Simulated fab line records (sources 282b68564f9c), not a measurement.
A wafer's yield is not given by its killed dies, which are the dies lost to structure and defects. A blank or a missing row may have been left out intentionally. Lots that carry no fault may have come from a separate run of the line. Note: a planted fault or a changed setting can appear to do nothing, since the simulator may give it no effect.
Matching of chambers | flow rit_cmos | 4 sister chambers for RIT_GATE_ETCH_19 on rie_si-02
The step etches poly-Si in SF6/CHF3/O2, stops on SiO2, time 165 s, target depth 312.5 nm. 4 wafers are shown with their chamber, then 8 later ones without.

== WAFERS PAIRED WITH THEIR CHAMBERS ==
wafer  | chamber | drypump_motor_current_A (A)
L239.1 | 1       | 5.2
L239.6 | 3       | 5.1
L247.5 | 2       | 5.4
L253.1 | 0       | 6.4

== WAFERS WITH NO CHAMBER GIVEN ==
wafer  | drypump_motor_current_A (A)
L253.2 | 5.4
L253.5 | 5.1
L255.3 | 5.1
L255.4 | 5.4
L255.6 | 5.0
L257.3 | 5.4
L257.4 | 5.0
L257.6 | 6.4

== EACH ONE'S CHAMBER ==
wafer  | from the rows above | in truth
L253.2 | 2                   | 2
L253.5 | 3                   | 3
L255.3 | 3                   | 3
L255.4 | 2                   | 2
L255.6 | 3                   | 3
L257.3 | 2                   | 2
L257.4 | 3                   | 3
L257.6 | 0                   | 0
8 of 8 placed correctly. Number that these rows cannot place: 0. 0 placed wrongly.
How it was worked out, from the rows above alone: a wafer's distance from a chamber is the root of the sum, over the readings, of the square of ((its reading less the chamber's mean) divided by the reading's scatter). If the next closest chamber is less than 2 further off than the closest, the wafer can't be placed; otherwise it belongs to the closest. A chamber's mean is the mean of its shown wafers. The scatter: root of mean squared gap, hidden wafer to nearest shown wafer, with one shown wafer a chamber.
